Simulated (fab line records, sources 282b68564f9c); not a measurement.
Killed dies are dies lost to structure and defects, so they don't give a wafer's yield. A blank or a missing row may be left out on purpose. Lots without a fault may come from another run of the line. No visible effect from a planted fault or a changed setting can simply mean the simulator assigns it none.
Problem report, 8D (eight disciplines) form, completed by code    flow rit-cmos    the parts of the form that need people (team, actions taken, sign-off) are left out

## 1. WHAT WENT WRONG
At RIT_NLDD_IMPLANT_08, beam-energy-keV averages 21.053 over 6 wafers from 2 lots, while fault-free wafers read 20.000, standard deviation 0.006. So: +99 or more standard deviations from the usual mean.
Seen first at day 4 18:53 on implanter-02, wafer L553.2. At this step, 18 wafers from 6 lots have a number in the record. Rule for "out" (also "out of limits"): further than 4 standard deviations from the usual mean. Any other wafer with a number is counted as sound.

## 2. WHAT IT IS, WHAT IT ISN'T
question                     is                      is not
which readings at this step  beam-energy-keV         -
which lots                   L553, L554              L546, L547, L560, L566
which wafers of those lots   all that have a number  -
read on which tools          implanter-02            implanter-03
when                         from day 4 18:53        up to then (6 sound wafers); but 6 sound wafers of L560, L566 came after

## 3. SUSPECTS, AND WHAT RULES EACH OUT
Counting: a tool at a process step up to the reading stays a suspect if it ran every lot that is out and no sound lot after the first of them.
- implanter-02 at RIT_NLDD_IMPLANT_08: kept. It processed each lot that is out, first L553 at day 4 18:53, and no sound lot thereafter; up to then, the last sound lot it processed was L546 at day 3 12:59. On those wafers its own readings are out: beam-energy-keV.
Remaining after the count: implanter-02 at RIT_NLDD_IMPLANT_08.

## 4. THE CAUSE (what the simulator had put in)
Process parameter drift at RIT_NLDD_IMPLANT_08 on implanter-02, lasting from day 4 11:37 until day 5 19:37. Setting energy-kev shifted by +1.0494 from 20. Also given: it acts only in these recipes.
The count eliminated every tool but this one.

## 5. THE CHAIN OF EFFECTS, in route order
Each row: a reading where the mean over the struck wafers with a number is more than 3 standard deviations away from the usual. Scope: only readings with a usual standard deviation given in the record; hours: median across lots of the time from each lot's start at the first step in this table that gives one to its start at this step; sigmas: change in usual standard deviations.
hours  step                 reading          usual   on struck wafers  change  sigmas
0      RIT_NLDD_IMPLANT_08  beam-energy-keV  20.000  21.053            +1.053  +99 or more
Here are the process steps it includes:
- RIT_NLDD_IMPLANT_08

## 6. HOW IT WOULD HAVE BEEN CAUGHT EARLIER
7 hours passed between the start of the fault at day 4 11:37 and the first reading out of limits in this record, taken at day 4 18:53.
